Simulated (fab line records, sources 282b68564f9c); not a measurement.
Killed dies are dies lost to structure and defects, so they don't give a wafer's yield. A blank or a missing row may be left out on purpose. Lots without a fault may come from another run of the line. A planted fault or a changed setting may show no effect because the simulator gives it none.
fab line records | flow rit_cmos | part 1 of 2: steps 1 to 37 of 50
record lots=5 wafers=15 last_day=7
route steps=202 shown PWELL@45 WELLDRIVE@50 NWELL@51 NRETRO@53 PRETRO@64 GATE@75 FOX2@80
lots that met no fault: from a run of the same line without faults
start_h: hours from the record's first day to the start of the lot's first wafer shown | wait_h: hours since the lot's step before | " the same as in the row above | L1.1+2: a row that stands for several wafers | - no value, or no start given | * or withheld: withheld | < > ~ a bound
route shown NAME@n: a module of which the file shows steps, and the number in the route of the first | usual: mean/standard deviation of fault-free wafers | same: alike in all rows | chamber/n: place in a boat | sites: the reading at each site | _std_site: their standard deviation | _edge_site: outer sites' mean less inner sites' | radius_mm: how far each site lies from the wafer's centre | mask NAME#n: copy n | behind: the tool/chamber that last shaped the wafer | hold: why the lot was held/for how many hours/how that ended | device: the transistor (n, p or np) that didn't switch | end of line: the same wafers' tests at the end of the route | a step without rows: its recipe alone | killed: dies lost to structure and defects at the first sort, not the wafer's yield | map: a wafer's dies, x killed, . not, _ none there
set.NAME: the setting as run; set.NAME@STEP: as run at that earlier step | model.NAME: the simulator's own value behind a step, which no gauge read
lots at some steps of the route; a table a step, a row a wafer
services: from which hour (start_h, from the record's first day; less than 0 if before it) a tool's chamber was out of use, for how many hours, and why
## steps
# step RIT_PWELL_OVL_MEAS_06
# usual PWELL_OVL=0.3/1.4
# columns lot.wafer tool chamber start_h wait_h PWELL_OVL[nm]
L075.1 overlay-01 - 27.40 - -1.6
L075.2 " - " " -3.6
L075.4 " - " " -2.8
L082.2 overlay-02 - 62.17 - 1.4
L082.5 " - " " 0.7
L082.6 " - " " 1.0
L084.2 overlay-02 - 71.95 - 1.6
L084.3 " - " " 0.1
L084.4 " - " " 2.4
L090.1 overlay-01 - 102.76 - 2.8
L090.5 " - " " 1.6
L090.6 " - " " 1.3
L094.1 overlay-02 - 122.07 - -0.2
L094.4 " - " " 1.7
L094.5 " - " " 0.8
# step RIT_PWELL_HARDBAKE_07
# recipe resist=NOVOLAK temp_c=140 time_s=120
# same time_s=120
# columns lot.wafer tool chamber start_h wait_h
L075.1+2+4 litho_track-04 0 27.44 0.0
L082.2+5+6 litho_track-03 0 62.24 0.1
L084.2+3+4 litho_track-03 0 72.03 0.1
L090.1+5+6 litho_track-04 0 102.80 0.0
L094.1+4+5 litho_track-04 0 122.11 0.0
# step RIT_PWELL_IMPLANT_08
# recipe species=B energy_kev=170 dose_cm2=7e+13 tilt_deg=7
# columns lot.wafer tool chamber start_h wait_h
L075.1+2+4 implanter-03 0 27.69 0.2
L082.2+5+6 implanter-01 0 62.48 0.2
L084.2+3+4 implanter-01 0 72.26 0.2
L090.1+5+6 implanter-01 0 103.05 0.2
L094.1+4+5 implanter-04 0 122.36 0.2
# step RIT_PWELL_STRIP_09
# recipe chemistry=O2 time_s=180 resist=NOVOLAK platen_temp_c=withheld power_w=500 pressure_mtorr=4000 o2_flow_sccm=4000
# usual drypump_motor_current_A=5.9/0.33
# same time_s=180
# columns lot.wafer tool chamber start_h wait_h drypump_motor_current_A rf_hours_counter_h
L075.1 plasma_asher-04 1 27.84 0.1 5.3 40
L075.2 " 0 " " 6.3 40
L075.4 " 0 " " 6.3 -
L082.2 plasma_asher-02 0 62.60 0.1 6.0 44
L082.5 " 1 " " 6.0 -
L082.6 " 0 " " 6.0 -
L084.2 plasma_asher-04 1 72.38 0.1 5.2 43
L084.3 " 0 " " 6.3 -
L084.4 " 1 " " 5.3 -
L090.1 plasma_asher-02 1 103.20 0.1 6.1 48
L090.5 " 1 " " 6.1 -
L090.6 " 0 " " 6.0 -
L094.1 plasma_asher-04 1 122.51 0.1 5.3 48
L094.4 " 0 " " 6.3 -
L094.5 " 1 " " 5.3 -
# step RIT_PWELL_TW_MEAS_10
# usual PWELL_TW=960/4.2
# columns lot.wafer tool chamber start_h wait_h PWELL_TW
L075.1 film_metro-04 - 28.01 0.1 961
L075.2 " - " " 960
L075.4 " - " " 963
L082.2 film_metro-04 - 62.79 0.1 961
L082.5 " - " " 962
L082.6 " - " " 962
L084.2 film_metro-01 - 72.57 0.1 967
L084.3 " - " " 965
L084.4 " - " " 963
L090.1 film_metro-04 - 103.37 0.1 969
L090.5 " - " " 966
L090.6 " - " " 964
L094.1 film_metro-04 - 122.68 0.1 958
L094.4 " - " " 959
L094.5 " - " " 959
# step RIT_WELLDRIVE_ANNEAL_00
# recipe temp_c=1100 time_s=14700 ambient=N2
# usual spike_tc_load_C=1126.7/1.9 tube_center_temp_C=1100/0.1
# same time_s=14700
# columns lot.wafer tool chamber start_h wait_h spike_tc_load_C tube_center_temp_C
L075.1 furnace-01 0 28.07 0.1 1126.5 1100
L075.2 " 0 " " 1126.2 1099.9
L075.4 " 0 " " 1128.5 1099.9
L082.2 furnace-01 0 63.05 0.2 1126.8 1100.1
L082.5 " 0 " " 1129.1 1099.8
L082.6 " 0 " " 1126.3 1099.9
L084.2 furnace-01 0 73.21 0.6 1126.3 1099.9
L084.3 " 0 " " 1126.5 1100
L084.4 " 0 " " 1127.2 1100
L090.1 furnace-04 0 103.43 0.1 1124.8 1100.1
L090.5 " 0 " " 1124.3 1100.1
L090.6 " 0 " " 1123.3 1100.1
L094.1 furnace-04 0 122.74 0.1 1123.1 1100
L094.4 " 0 " " 1125.3 1099.9
L094.5 " 0 " " 1124.4 1099.9
# step RIT_WELLDRIVE_RS_MEAS_01
# recipe thk_meas_gauge=four-point-probe
# usual NWELL_RS=279.7/0.75
# columns lot.wafer tool chamber start_h wait_h NWELL_RS[ohm/sq]
L075.1 film_metro-01 - 33.16 0.0 279.3
L075.2 " - " " 279.6
L075.4 " - " " 280.9
L082.2 film_metro-03 - 68.15 0.0 280.9
L082.5 " - " " 280.2
L082.6 " - " " 280.7
L084.2 film_metro-04 - 78.32 0.0 278.7
L084.3 " - " " 280.2
L084.4 " - " " 279.4
L090.1 film_metro-03 - 108.52 0.0 279.0
L090.5 " - " " 279.3
L090.6 " - " " 279.1
L094.1 film_metro-01 - 127.83 0.0 279.9
L094.4 " - " " 280.3
L094.5 " - " " 280.0
# step RIT_WELLDRIVE_RS_MEAS_02
# recipe thk_meas_gauge=four-point-probe
# usual PWELL_RS=429.6/1.4
# columns lot.wafer tool chamber start_h wait_h PWELL_RS[ohm/sq]
L075.1 film_metro-01 - 33.28 0.1 430.4
L075.2 " - " " 431.6
L075.4 " - " " 429.8
L082.2 film_metro-03 - 68.27 0.1 429.5
L082.5 " - " " 430.0
L082.6 " - " " 429.9
L084.2 film_metro-04 - 78.44 0.1 427.1
L084.3 " - " " 426.7
L084.4 " - " " 427.2
L090.1 film_metro-03 - 108.64 0.1 428.7
L090.5 " - " " 427.4
L090.6 " - " " 429.4
L094.1 film_metro-01 - 127.95 0.1 428.7
L094.4 " - " " 430.3
L094.5 " - " " 430.6
# step RIT_NRETRO_HMDS_00
# recipe prime_time_s=60 prime_temp_c=140
# same prime_time_s=60
# columns lot.wafer tool chamber start_h wait_h
L075.1+2+4 litho_track-01 0 33.40 0.1
L082.2+5+6 litho_track-03 0 68.40 0.1
L084.2+3+4 litho_track-03 0 78.56 0.1
L090.1+5+6 litho_track-01 0 108.76 0.1
L094.1+4+5 litho_track-03 0 128.07 0.1
# step RIT_NRETRO_COAT_01
# recipe resist=NOVOLAK spin_rpm=2000 resist_thk_nm=1300
# columns lot.wafer tool chamber start_h wait_h
L075.1+2+4 litho_track-01 0 33.55 0.1
L082.2+5+6 litho_track-03 0 68.55 0.1
L084.2+3+4 litho_track-03 0 78.71 0.1
L090.1+5+6 litho_track-01 0 108.91 0.1
L094.1+4+5 litho_track-03 0 128.22 0.1
# step RIT_NRETRO_SOFTBAKE_02
# recipe resist=NOVOLAK temp_c=90 time_s=60
# same time_s=60
# columns lot.wafer tool chamber start_h wait_h
L075.1+2+4 litho_track-01 0 33.70 0.1
L082.2+5+6 litho_track-03 0 68.70 0.1
L084.2+3+4 litho_track-03 0 78.86 0.1
L090.1+5+6 litho_track-01 0 109.06 0.1
L094.1+4+5 litho_track-03 0 128.37 0.1
# step RIT_NRETRO_EXPOSE_03
# recipe mask_id=M4 na=0.57 target_cd_nm=43900 dose_mj=250
# columns lot.wafer tool chamber start_h wait_h mask
L075.1+2+4 iline_stepper-02 0 33.97 0.2 M4#0
L082.2+5+6 iline_stepper-02 0 68.97 0.2 M4#0
L084.2+3+4 iline_stepper-01 0 79.13 0.2 M4#0
L090.1+5+6 iline_stepper-01 0 109.21 0.1 M4#0
L094.1+4+5 iline_stepper-01 0 128.64 0.2 M4#0
# step RIT_NRETRO_PEB_04
# recipe resist=NOVOLAK temp_c=withheld time_s=withheld
# columns lot.wafer tool chamber start_h wait_h
L075.1+2+4 litho_track-02 0 34.09 0.1
L082.2+5+6 litho_track-01 0 69.09 0.1
L084.2+3+4 litho_track-02 0 79.25 0.1
L090.1+5+6 litho_track-03 0 109.32 0.1
L094.1+4+5 litho_track-01 0 128.76 0.1
# step RIT_NRETRO_DEVELOP_05
# recipe resist=NOVOLAK develop_time_s=68 dev_temp_c=21.99
# columns lot.wafer tool chamber start_h wait_h
L075.1+2+4 litho_track-02 0 - -
L082.2+5+6 litho_track-01 0 - -
L084.2+3+4 litho_track-02 0 - -
L090.1+5+6 litho_track-03 0 - -
L094.1+4+5 litho_track-01 0 - -
# step RIT_NRETRO_OVL_MEAS_06
# usual NRETRO_OVL=1.9/1.3
# columns lot.wafer tool chamber start_h wait_h NRETRO_OVL[nm]
L075.1 overlay-02 - 34.40 - 3.6
L075.2 " - " " 1.7
L075.4 " - " " 0.1
L082.2 overlay-02 - 69.38 - 1.8
L082.5 " - " " 2.0
L082.6 " - " " 0.6
L084.2 overlay-01 - 79.55 - 1.4
L084.3 " - " " 1.7
L084.4 " - " " 1.2
L090.1 overlay-02 - 109.64 - 2.2
L090.5 " - " " 1.8
L090.6 " - " " 1.8
L094.1 overlay-01 - 129.07 - 1.3
L094.4 " - " " 0.7
L094.5 " - " " 1.9
# step RIT_NRETRO_HARDBAKE_07
# recipe resist=NOVOLAK temp_c=140 time_s=120
# same time_s=120
# columns lot.wafer tool chamber start_h wait_h
L075.1+2+4 litho_track-02 0 34.44 0.0
L082.2+5+6 litho_track-03 0 69.45 0.1
L084.2+3+4 litho_track-02 0 79.62 0.1
L090.1+5+6 litho_track-02 0 109.67 0.0
L094.1+4+5 litho_track-02 0 129.11 0.0
# step RIT_NRETRO_IMPLANT_08
# recipe species=P energy_kev=70 dose_cm2=1e+13 tilt_deg=7
# columns lot.wafer tool chamber start_h wait_h
L075.1+2+4 implanter-04 0 34.69 0.2
L082.2+5+6 implanter-04 0 69.69 0.2
L084.2+3+4 implanter-04 0 79.85 0.2
L090.1+5+6 implanter-01 0 109.92 0.2
L094.1+4+5 implanter-01 0 129.36 0.2
# step RIT_NRETRO_STRIP_09
# recipe chemistry=O2 time_s=180 resist=NOVOLAK platen_temp_c=withheld power_w=500 pressure_mtorr=4000 o2_flow_sccm=4000
# usual drypump_motor_current_A=5.9/0.36
# same time_s=180
# columns lot.wafer tool chamber start_h wait_h drypump_motor_current_A rf_hours_counter_h
L075.1 plasma_asher-04 1 34.84 0.1 5.3 40
L075.2 " 0 " " 6.2 40
L075.4 " 1 " " 5.2 -
L082.2 plasma_asher-01 1 69.81 0.1 5.2 40
L082.5 " 0 " " 6.2 -
L082.6 " 1 " " 5.2 -
L084.2 plasma_asher-04 1 79.98 0.1 5.3 44
L084.3 " 1 " " 5.3 -
L084.4 " 0 " " 6.3 -
L090.1 plasma_asher-02 0 110.07 0.1 6.0 49
L090.5 " 0 " " 6.0 -
L090.6 " 1 " " 6.0 -
L094.1 plasma_asher-01 0 129.51 0.1 6.2 2
L094.4 " 1 " " 5.2 -
L094.5 " 1 " " 5.2 -
# step RIT_NRETRO_TW_MEAS_10
# usual NRETRO_TW=1055/6.2
# columns lot.wafer tool chamber start_h wait_h NRETRO_TW
L075.1 film_metro-01 - 35.01 0.1 1055
L075.2 " - " " 1050
L075.4 " - " " 1054
L082.2 film_metro-01 - 70.00 0.1 1052
L082.5 " - " " 1052
L082.6 " - " " 1051
L084.2 film_metro-03 - 80.16 0.1 1057
L084.3 " - " " 1062
L084.4 " - " " 1066
L090.1 film_metro-01 - 110.25 0.1 1050
L090.5 " - " " 1050
L090.6 " - " " 1046
L094.1 film_metro-01 - 129.68 0.1 1058
L094.4 " - " " 1056
L094.5 " - " " 1054
# step RIT_PRETRO_HMDS_00
# recipe prime_time_s=60 prime_temp_c=140
# same prime_time_s=60
# columns lot.wafer tool chamber start_h wait_h
L075.1+2+4 litho_track-04 0 35.07 0.1
L082.2+5+6 litho_track-03 0 70.07 0.1
L084.2+3+4 litho_track-02 0 80.24 0.1
L090.1+5+6 litho_track-03 0 110.31 0.1
L094.1+4+5 litho_track-03 0 129.74 0.1
# step RIT_PRETRO_COAT_01
# recipe resist=NOVOLAK spin_rpm=2000 resist_thk_nm=1300
# columns lot.wafer tool chamber start_h wait_h
L075.1+2+4 litho_track-04 0 35.22 0.1
L082.2+5+6 litho_track-03 0 70.22 0.1
L084.2+3+4 litho_track-02 0 80.39 0.1
L090.1+5+6 litho_track-03 0 110.46 0.1
L094.1+4+5 litho_track-03 0 129.89 0.1
# step RIT_PRETRO_SOFTBAKE_02
# recipe resist=NOVOLAK temp_c=90 time_s=60
# same time_s=60
# columns lot.wafer tool chamber start_h wait_h
L075.1+2+4 litho_track-04 0 35.37 0.1
L082.2+5+6 litho_track-03 0 70.37 0.1
L084.2+3+4 litho_track-02 0 80.54 0.1
L090.1+5+6 litho_track-03 0 110.61 0.1
L094.1+4+5 litho_track-03 0 130.04 0.1
# step RIT_PRETRO_EXPOSE_03
# recipe mask_id=M5 na=0.57 target_cd_nm=43700 dose_mj=250
# columns lot.wafer tool chamber start_h wait_h mask
L075.1+2+4 iline_stepper-01 0 35.52 0.1 M5#0
L082.2+5+6 iline_stepper-01 0 70.64 0.2 M5#0
L084.2+3+4 iline_stepper-02 0 80.81 0.2 M5#0
L090.1+5+6 iline_stepper-01 0 110.76 0.1 M5#0
L094.1+4+5 iline_stepper-02 0 130.32 0.2 M5#0
# step RIT_PRETRO_PEB_04
# recipe resist=NOVOLAK temp_c=withheld time_s=withheld
# columns lot.wafer tool chamber start_h wait_h
L075.1+2+4 litho_track-03 0 35.64 0.1
L082.2+5+6 litho_track-03 0 70.76 0.1
L084.2+3+4 litho_track-02 0 81.08 0.3
L090.1+5+6 litho_track-03 0 110.87 0.1
L094.1+4+5 litho_track-03 0 130.44 0.1
# step RIT_PRETRO_DEVELOP_05
# recipe resist=NOVOLAK develop_time_s=68 dev_temp_c=23
# columns lot.wafer tool chamber start_h wait_h
L075.1+2+4 litho_track-03 0 - -
L082.2+5+6 litho_track-03 0 - -
L084.2+3+4 litho_track-02 0 - -
L090.1+5+6 litho_track-03 0 - -
L094.1+4+5 litho_track-03 0 - -
# step RIT_PRETRO_OVL_MEAS_06
# usual PRETRO_OVL=0.0/1.3
# columns lot.wafer tool chamber start_h wait_h PRETRO_OVL[nm]
L075.1 overlay-02 - 35.95 - -0.1
L075.2 " - " " 1.6
L075.4 " - " " 0.0
L082.2 overlay-02 - 71.06 - 1.8
L082.5 " - " " 1.5
L082.6 " - " " 0.7
L084.2 overlay-02 - 81.38 - -0.9
L084.3 " - " " -1.0
L084.4 " - " " -0.3
L090.1 overlay-02 - 111.19 - 0.2
L090.5 " - " " 0.8
L090.6 " - " " 0.5
L094.1 overlay-01 - 130.75 - 0.9
L094.4 " - " " -0.3
L094.5 " - " " 0.7
# step RIT_PRETRO_HARDBAKE_07
# recipe resist=NOVOLAK temp_c=140 time_s=120
# same time_s=120
# columns lot.wafer tool chamber start_h wait_h
L075.1+2+4 litho_track-02 0 35.99 0.0
L082.2+5+6 litho_track-03 0 71.13 0.1
L084.2+3+4 litho_track-02 0 81.45 0.1
L090.1+5+6 litho_track-03 0 111.22 0.0
L094.1+4+5 litho_track-03 0 130.79 0.0
# step RIT_PRETRO_IMPLANT_08
# recipe species=B energy_kev=45 dose_cm2=1.221e+13 tilt_deg=7
# columns lot.wafer tool chamber start_h wait_h
L075.1+2+4 implanter-02 0 36.24 0.2
L082.2+5+6 implanter-03 0 71.36 0.2
L084.2+3+4 implanter-03 0 81.68 0.2
L090.1+5+6 implanter-03 0 111.47 0.2
L094.1+4+5 implanter-03 0 131.04 0.2
# step RIT_PRETRO_STRIP_09
# recipe chemistry=O2 time_s=180 resist=NOVOLAK platen_temp_c=withheld power_w=500 pressure_mtorr=4000 o2_flow_sccm=4000
# usual drypump_motor_current_A=5.9/0.32
# same time_s=180
# columns lot.wafer tool chamber start_h wait_h drypump_motor_current_A rf_hours_counter_h
L075.1 plasma_asher-02 1 36.39 0.1 6.0 40
L075.2 " 0 " " 6.0 40
L075.4 " 0 " " 6.0 -
L082.2 plasma_asher-02 0 71.49 0.1 5.9 45
L082.5 " 1 " " 6.0 -
L082.6 " 0 " " 6.0 -
L084.2 plasma_asher-01 1 81.81 0.1 5.3 41
L084.3 " 1 " " 5.2 -
L084.4 " 0 " " 6.2 -
L090.1 plasma_asher-02 0 111.62 0.1 5.9 49
L090.5 " 1 " " 6.0 -
L090.6 " 0 " " 6.0 -
L094.1 plasma_asher-01 1 131.19 0.1 5.2 2
L094.4 " 0 " " 6.1 -
L094.5 " 1 " " 5.2 -
# step RIT_PRETRO_TW_MEAS_10
# usual PRETRO_TW=480/4.2
# columns lot.wafer tool chamber start_h wait_h PRETRO_TW
L075.1 film_metro-04 - 36.57 0.1 483
L075.2 " - " " 482
L075.4 " - " " 484
L082.2 film_metro-04 - 71.67 0.1 482
L082.5 " - " " 485
L082.6 " - " " 483
L084.2 film_metro-04 - 81.99 0.1 484
L084.3 " - " " 483
L084.4 " - " " 484
L090.1 film_metro-02 - 111.80 0.1 474
L090.5 " - " " 472
L090.6 " - " " 473
L094.1 film_metro-04 - 131.36 0.1 484
L094.4 " - " " 482
L094.5 " - " " 484
# step RIT_GATE_WET_ETCH_00
# recipe chemistry=BOE target=SiO2 target_depth_nm=56 time_s=60 dry=n2_spin dilution=10:1 temp_c=21.5
# same time_s=60
# columns lot.wafer tool chamber start_h wait_h
L075.1+2+4 wet_bench-04 3 36.63 0.1
L082.2+5+6 wet_bench-03 1 71.72 0.0
L084.2+3+4 wet_bench-03 1 82.04 0.0
L090.1+5+6 wet_bench-02 2 111.86 0.1
L094.1+4+5 wet_bench-02 2 131.42 0.1
# step RIT_GATE_CLEAN_01
# recipe chemistry=SC1 mix=3:3:50 time_s=600 temp_c=75
# same time_s=600
# columns lot.wafer tool chamber start_h wait_h
L075.1+2+4 wet_bench-03 1 36.68 0.0
L082.2+5+6 wet_bench-02 2 71.75 0.0
L084.2+3+4 wet_bench-04 0 82.07 0.0
L090.1+5+6 wet_bench-03 2 111.88 0.0
L094.1+4+5 wet_bench-03 3 131.45 0.0
# step RIT_GATE_CLEAN_02
# recipe chemistry=dHF dilution=50:1 time_s=30
# same time_s=30
# columns lot.wafer tool chamber start_h wait_h
L075.1+2+4 wet_bench-02 0 36.85 0.0
L082.2+5+6 wet_bench-04 2 71.94 0.0
L084.2+3+4 wet_bench-02 3 82.26 0.0
L090.1+5+6 wet_bench-02 0 112.06 0.0
L094.1+4+5 wet_bench-04 2 131.64 0.0
# step RIT_GATE_CLEAN_03
# recipe chemistry=SC2 mix=3:3:50 time_s=600 temp_c=75 dry=n2_spin
# same time_s=600
# columns lot.wafer tool chamber start_h wait_h
L075.1+2+4 wet_bench-04 1 36.87 0.0
L082.2+5+6 wet_bench-03 0 71.96 0.0
L084.2+3+4 wet_bench-03 3 82.28 0.0
L090.1+5+6 wet_bench-04 3 112.08 0.0
L094.1+4+5 wet_bench-02 2 131.66 0.0
# step RIT_GATE_CLEAN_04
# recipe chemistry=dHF dilution=50:1 time_s=60 dry=n2_spin
# same time_s=60
# columns lot.wafer tool chamber start_h wait_h
L075.1+2+4 wet_bench-02 3 37.22 0.0
L082.2+5+6 wet_bench-02 1 72.13 0.0
L084.2+3+4 wet_bench-04 2 82.45 0.0
L090.1+5+6 wet_bench-02 2 112.27 0.0
L094.1+4+5 wet_bench-03 3 131.89 0.0
# step RIT_FOX2_THK_MEAS_91
# recipe reads=SiO2_of_FOX2_OXIDATION_00
# usual FIELD_OXIDE_LEFT_2_THK=266/5.7
# columns lot.wafer tool chamber start_h wait_h FIELD_OXIDE_LEFT_2_THK[nm]
L075.1 film_metro-04 - 37.25 0.0 261
L075.2 " - " " 261
L075.4 " - " " 263
L082.2 film_metro-04 - 72.17 0.0 270
L082.5 " - " " 265
L082.6 " - " " 267
L084.2 film_metro-04 - 82.49 0.0 266
L084.3 " - " " 267
L084.4 " - " " 260
L090.1 film_metro-01 - 112.30 0.0 272
L090.5 " - " " 270
L090.6 " - " " 276
L094.1 film_metro-02 - 131.91 0.0 268
L094.4 " - " " 271
L094.5 " - " " 270
# step RIT_GATE_OXIDATION_05
# recipe temp_c=900 ambient=O2 target_thk_a=30 ox_time_s=270
# usual spike_tc_load_C=925.8/1.4 tube_center_temp_C=900/0.08
# columns lot.wafer tool chamber start_h wait_h spike_tc_load_C tube_center_temp_C
L075.1 furnace-03 0 37.31 0.1 925.5 900.08
L075.2 " 0 " " 926.5 900.06
L075.4 " 0 " " 925.9 899.97
L082.2 furnace-02 0 72.22 0.0 927.5 900.14
L082.5 " 0 " " 927.8 899.81
L082.6 " 0 " " 925.0 899.98
L084.2 furnace-02 0 82.54 0.0 926.8 899.95
L084.3 " 0 " " 926.6 900.04
L084.4 " 0 " " 926.7 900.11
L090.1 furnace-02 0 112.36 0.1 926.1 900.01
L090.5 " 0 " " 924.8 900
L090.6 " 0 " " 928.9 900.13
L094.1 furnace-01 0 131.97 0.1 923.8 900.04
L094.4 " 0 " " 925.3 899.95
L094.5 " 0 " " 924.4 900.06
